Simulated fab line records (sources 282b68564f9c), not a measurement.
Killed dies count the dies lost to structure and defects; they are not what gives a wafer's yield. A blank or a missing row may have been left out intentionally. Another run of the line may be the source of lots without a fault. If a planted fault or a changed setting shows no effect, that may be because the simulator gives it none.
2 desks, one fault	flow ritCmos	only its own numbers are on each desk; what lay behind them is given at the end

## DESK OF THE TOOL OWNER: rtpAnneal-01
The tool's own readings at RIT_SILICIDE_RTA_06 (time 10 s, ramp up 5 s, ramp down 10 s): means of the sampled wafers that have a number, for each lot that ran on this tool. A lot is out of limits, marked OUT, if its mean lies more than 4 standard deviations from the usual mean; the brackets give that distance.
Columns: A = chamberO2Ppm at RIT_SILICIDE_RTA_06, usual 1.997; B = wafer_temp_C_max at RIT_SILICIDE_RTA_06, usual 755.3
lot	first seen here	A	B
L726	day 5 23:19	2.032	754.9
L727	day 6 08:55	2.022	754.5
L728	day 6 09:21	1.993	754.5
L732	day 7 04:36	2.016	755.1
This desk found nothing out of limits on any of the 4 lots.

## AT THE METROLOGY DESK
What the gauges read for every lot (on any tool): the sampled wafers with a number, averaged. A lot is out of limits, marked OUT, if its mean lies more than 4 standard deviations from the usual mean; the brackets give that distance. Of its 14 readings 7 are shown: those that lie furthest out on some lot.
Columns: A = PSD_RS at RIT_SDANNEAL_RS_MEAS_04, usual 115.7 ohm/sq; B = NSD_RS at RIT_SDANNEAL_RS_MEAS_05, usual 84.39 ohm/sq; C = NLDD_RS at RIT_SDANNEAL_RS_MEAS_07, usual 151.5 ohm/sq; D = SILICIDE_TI_THK at RIT_SILICIDE_THK_MEAS_03, usual 30.2 nm; E = CONTACT_TEOS_THK at RIT_CONTACT_THK_MEAS_01, usual 399 nm; F = CONTACT_OVL at RIT_CONTACT_OVL_MEAS_09, usual -0.8 nm; G = M1_AL_RS at RIT_M1_RS_MEAS_01, usual 0.0736 ohm/sq
lot	first seen here	A	B	C	D	E	F	G
L715	day 3 05:26	115.4	84.65	150.5	30.0	396	-1.5	0.0731
L726	day 5 22:23	115.7	84.00	151.6	30.6	396	-1.2	0.0732
L727	day 6 07:59	115.5	84.73	151.5	30.6	398	-0.3	0.0726
L728	day 6 08:25	116.3	84.59	151.2	29.6	407	0.2	0.0744
L730	day 6 20:52	115.6	84.59	151.8	29.6	400	-2.2	0.0735
L732	day 7 03:41	116.2	84.62	152.0	30.5	395	-3.5	0.0743
This desk found nothing out of limits on any of the 6 lots.

## TAKEN TOGETHER
Nothing out of limits was seen by the tool owner's desk.
Metrology desk: nothing out of limits seen.

## WHAT THE SIMULATOR HAD INSERTED
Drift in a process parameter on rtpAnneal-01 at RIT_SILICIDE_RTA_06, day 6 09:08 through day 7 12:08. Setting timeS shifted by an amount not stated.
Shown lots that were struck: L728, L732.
